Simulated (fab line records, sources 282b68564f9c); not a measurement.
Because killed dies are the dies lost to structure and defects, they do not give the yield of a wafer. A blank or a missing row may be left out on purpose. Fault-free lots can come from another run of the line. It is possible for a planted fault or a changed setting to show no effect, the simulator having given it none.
Split-lot trial || flow rit cmos || 22 wafers read across 5 lots, on a route 202 steps long

THE SPLIT ITSELF
At RIT_SPACER_ETCHBACK_05 (etches Si3N4 in SF6/CHF3, stops on SiO2, target depth 250 nm, time 240 s), the setting time s was moved away from the recipe's 240 s on 6 of the 22 wafers read, by -6.4% to +12.8%. For the rest of the wafers, this setting stayed at what the recipe calls for.

FROM THE SPLIT TO THE READING: what the file shows between them, 7 steps
- RIT_NSD_IMPLANT_08 (also split here: energy kev)
- RIT_PSD_COAT_01: resist thk 1000 nm (also split here: resist thk nm)
- RIT_PSD_SOFTBAKE_02: time 60 s
- RIT_PSD_EXPOSE_03: exposes mask M10, target cd 40900 nm
- RIT_PSD_DEVELOP_05: develop time 50 s
- RIT_PSD_HARDBAKE_07: time 60 s
- RIT_SDANNEAL_CLEAN_00: cleans in SC1, time 600 s (also split here: time s)

THE READING
etest.nwell pinched.rs ohm sq (the simulator's own value, which no gauge read), at RIT_M1_PROBE_99. The file gives no usual value for it. Across the 16 wafers here that went through the recipe, the average is 340.5 and the standard deviation 3.4.

{"wafer": "L075.2", "tool, chamber at the split": "rie diel-04, 1", "time s as run, s": 240, "against the recipe": "recipe", "etest.nwell pinched.rs ohm sq": 337.2, "against lot-mates on the recipe": "-"}
{"wafer": "L075.3", "tool, chamber at the split": "rie diel-04, 2", "time s as run, s": 240, "against the recipe": "recipe", "etest.nwell pinched.rs ohm sq": 345.9, "against lot-mates on the recipe": "-"}
{"wafer": "L075.4", "tool, chamber at the split": "rie diel-04, 0", "time s as run, s": 224.6, "against the recipe": "-6.4%", "etest.nwell pinched.rs ohm sq": 329.7, "against lot-mates on the recipe": -12.5}
{"wafer": "L075.5", "tool, chamber at the split": "rie diel-04, 3", "time s as run, s": 240, "against the recipe": "recipe", "etest.nwell pinched.rs ohm sq": 343.4, "against lot-mates on the recipe": "-"}
{"wafer": "L075.6", "tool, chamber at the split": "rie diel-04, 2", "time s as run, s": 224.6, "against the recipe": "-6.4%", "etest.nwell pinched.rs ohm sq": 332.5, "against lot-mates on the recipe": -9.7}
{"wafer": "L076.2", "tool, chamber at the split": "rie diel-02, 3", "time s as run, s": 240, "against the recipe": "recipe", "etest.nwell pinched.rs ohm sq": 344, "against lot-mates on the recipe": "-"}
{"wafer": "L076.4", "tool, chamber at the split": "rie diel-02, 3", "time s as run, s": 240, "against the recipe": "recipe", "etest.nwell pinched.rs ohm sq": 340.8, "against lot-mates on the recipe": "-"}
{"wafer": "L076.5", "tool, chamber at the split": "rie diel-02, 0", "time s as run, s": 240, "against the recipe": "recipe", "etest.nwell pinched.rs ohm sq": 344.1, "against lot-mates on the recipe": "-"}
{"wafer": "L078.2", "tool, chamber at the split": "rie diel-02, 3", "time s as run, s": 229.6, "against the recipe": "-4.3%", "etest.nwell pinched.rs ohm sq": 334.4, "against lot-mates on the recipe": -9.2}
{"wafer": "L078.3", "tool, chamber at the split": "rie diel-02, 1", "time s as run, s": 229.6, "against the recipe": "-4.3%", "etest.nwell pinched.rs ohm sq": 323.6, "against lot-mates on the recipe": -20.0}
{"wafer": "L078.4", "tool, chamber at the split": "rie diel-02, 1", "time s as run, s": 229.6, "against the recipe": "-4.3%", "etest.nwell pinched.rs ohm sq": 328.4, "against lot-mates on the recipe": -15.2}
{"wafer": "L078.5", "tool, chamber at the split": "rie diel-02, 2", "time s as run, s": 240, "against the recipe": "recipe", "etest.nwell pinched.rs ohm sq": 345.1, "against lot-mates on the recipe": "-"}
{"wafer": "L078.6", "tool, chamber at the split": "rie diel-02, 3", "time s as run, s": 240, "against the recipe": "recipe", "etest.nwell pinched.rs ohm sq": 342.2, "against lot-mates on the recipe": "-"}
{"wafer": "L084.2", "tool, chamber at the split": "rie diel-01, 2", "time s as run, s": 240, "against the recipe": "recipe", "etest.nwell pinched.rs ohm sq": 335.9, "against lot-mates on the recipe": "-"}
{"wafer": "L084.3", "tool, chamber at the split": "rie diel-01, 1", "time s as run, s": 240, "against the recipe": "recipe", "etest.nwell pinched.rs ohm sq": 339.4, "against lot-mates on the recipe": "-"}
{"wafer": "L084.4", "tool, chamber at the split": "rie diel-01, 3", "time s as run, s": 240, "against the recipe": "recipe", "etest.nwell pinched.rs ohm sq": 338.8, "against lot-mates on the recipe": "-"}
{"wafer": "L084.5", "tool, chamber at the split": "rie diel-01, 2", "time s as run, s": 240, "against the recipe": "recipe", "etest.nwell pinched.rs ohm sq": 337.9, "against lot-mates on the recipe": "-"}
{"wafer": "L084.6", "tool, chamber at the split": "rie diel-01, 3", "time s as run, s": 240, "against the recipe": "recipe", "etest.nwell pinched.rs ohm sq": 334.2, "against lot-mates on the recipe": "-"}
{"wafer": "L083.1", "tool, chamber at the split": "rie diel-02, 3", "time s as run, s": 240, "against the recipe": "recipe", "etest.nwell pinched.rs ohm sq": 341.6, "against lot-mates on the recipe": "-"}
{"wafer": "L083.2", "tool, chamber at the split": "rie diel-02, 1", "time s as run, s": 240, "against the recipe": "recipe", "etest.nwell pinched.rs ohm sq": 337.2, "against lot-mates on the recipe": "-"}
{"wafer": "L083.3", "tool, chamber at the split": "rie diel-02, 2", "time s as run, s": 270.8, "against the recipe": "+12.8%", "etest.nwell pinched.rs ohm sq": 363.4, "against lot-mates on the recipe": "+23.8"}
{"wafer": "L083.5", "tool, chamber at the split": "rie diel-02, 3", "time s as run, s": 240, "against the recipe": "recipe", "etest.nwell pinched.rs ohm sq": 339.9, "against lot-mates on the recipe": "-"}

FIT RESULTS
A straight line over all 22 wafers: etest.nwell pinched.rs ohm sq changes by +1.85 for each +1% of time s; r = +0.88; the points scatter about the line by 3.8.
The same after taking each lot's own level away (the mean of its wafers on the recipe; 22 wafers): +2.08 for each +1%; r = +0.91; scatter 3.5.
Per that fit: largest time s move, reading shift of 27.
The lots' own levels span 337.24 to 343.65, that is 1.9 times the standard deviation above.
Thus the slope moves with the lot-to-lot level: the two fits are different.
Check: +30.1 against its lot-mates is what the line predicts for one of the wafers moved furthest among these (+12.8%) when that wafer is left out of the fit. Against them it came out at +23.8.

THE OTHER SPLITS THESE WAFERS WENT THROUGH
Note: prior to the reading, these wafers also went through further splits. Each is held against what the fit with the lots' levels taken away leaves over:
{"other split on the same wafers": "RIT_ACTIVE_OXIDATION_01 ox time s", "wafers away from the commonest value": 15, "r with etest.nwell pinched.rs ohm sq (lot level and that fit taken away)": "+0.38"}
{"other split on the same wafers": "RIT_ACTIVE_EXPOSE_08 dose mj", "wafers away from the commonest value": 11, "r with etest.nwell pinched.rs ohm sq (lot level and that fit taken away)": -0.08}
{"other split on the same wafers": "RIT_NRETRO_IMPLANT_08 dose cm2", "wafers away from the commonest value": 6, "r with etest.nwell pinched.rs ohm sq (lot level and that fit taken away)": -0.01}
{"other split on the same wafers": "RIT_PRETRO_IMPLANT_08 energy kev", "wafers away from the commonest value": 9, "r with etest.nwell pinched.rs ohm sq (lot level and that fit taken away)": -0.02}
{"other split on the same wafers": "RIT_NLDD_COAT_01 spin rpm", "wafers away from the commonest value": 6, "r with etest.nwell pinched.rs ohm sq (lot level and that fit taken away)": "+0.21"}
{"other split on the same wafers": "RIT_NLDD_IMPLANT_08 energy kev", "wafers away from the commonest value": 10, "r with etest.nwell pinched.rs ohm sq (lot level and that fit taken away)": -0.39}
{"other split on the same wafers": "RIT_NSD_IMPLANT_08 energy kev", "wafers away from the commonest value": 9, "r with etest.nwell pinched.rs ohm sq (lot level and that fit taken away)": "+0.03"}
{"other split on the same wafers": "RIT_PSD_COAT_01 resist thk nm", "wafers away from the commonest value": 4, "r with etest.nwell pinched.rs ohm sq (lot level and that fit taken away)": -0.15}
{"other split on the same wafers": "RIT_SDANNEAL_CLEAN_00 time s", "wafers away from the commonest value": 15, "r with etest.nwell pinched.rs ohm sq (lot level and that fit taken away)": -0.02}

THE WHOLE CHAIN: every reading that the file lists as answering this split, in the file's order
{"step": "RIT_SPACER_ETCHBACK_05", "what it does": "etches Si3N4 in SF6/CHF3, stops on SiO2, target depth 250 nm, time 240 s", "reading": "poly-Si_of_GATE_CVD_08.thk nm (the simulator's own value, which no gauge read)", "change (the file's fit)": "-0.716 nm for each +1% of the setting", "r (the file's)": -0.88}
{"step": "RIT_SPACER_ETCHBACK_05", "what it does": "etches Si3N4 in SF6/CHF3, stops on SiO2, target depth 250 nm, time 240 s", "reading": "Si3N4_of_SPACER_CVD_03.thk nm (the simulator's own value, which no gauge read)", "change (the file's fit)": "-0.607 nm for each +1% of the setting", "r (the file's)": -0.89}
{"step": "RIT_SDANNEAL_CLEAN_00", "what it does": "cleans in SC1, time 600 s", "reading": "poly-Si_of_GATE_CVD_08.thk nm (the simulator's own value, which no gauge read)", "change (the file's fit)": "-0.715 nm for each +1% of the setting", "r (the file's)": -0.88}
{"step": "RIT_M1_PROBE_99", "what it does": "", "reading": "etest.nmos_0p15.r on ohm um (the simulator's own value, which no gauge read)", "change (the file's fit)": "+15.7 for each +1% of the setting", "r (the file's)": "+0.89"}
{"step": "RIT_M1_PROBE_99", "what it does": "", "reading": "etest.pwell pinched.rs ohm sq (the simulator's own value, which no gauge read)", "change (the file's fit)": "+2.37 for each +1% of the setting", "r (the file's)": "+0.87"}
{"step": "RIT_M1_PROBE_99", "what it does": "", "reading": "etest.nwell pinched.rs ohm sq (the simulator's own value, which no gauge read)", "change (the file's fit)": "+2 for each +1% of the setting", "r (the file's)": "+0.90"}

FILE'S OWN FIT
etest.nwell pinched.rs ohm sq changes by +2 for each +1% of time s, r = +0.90.
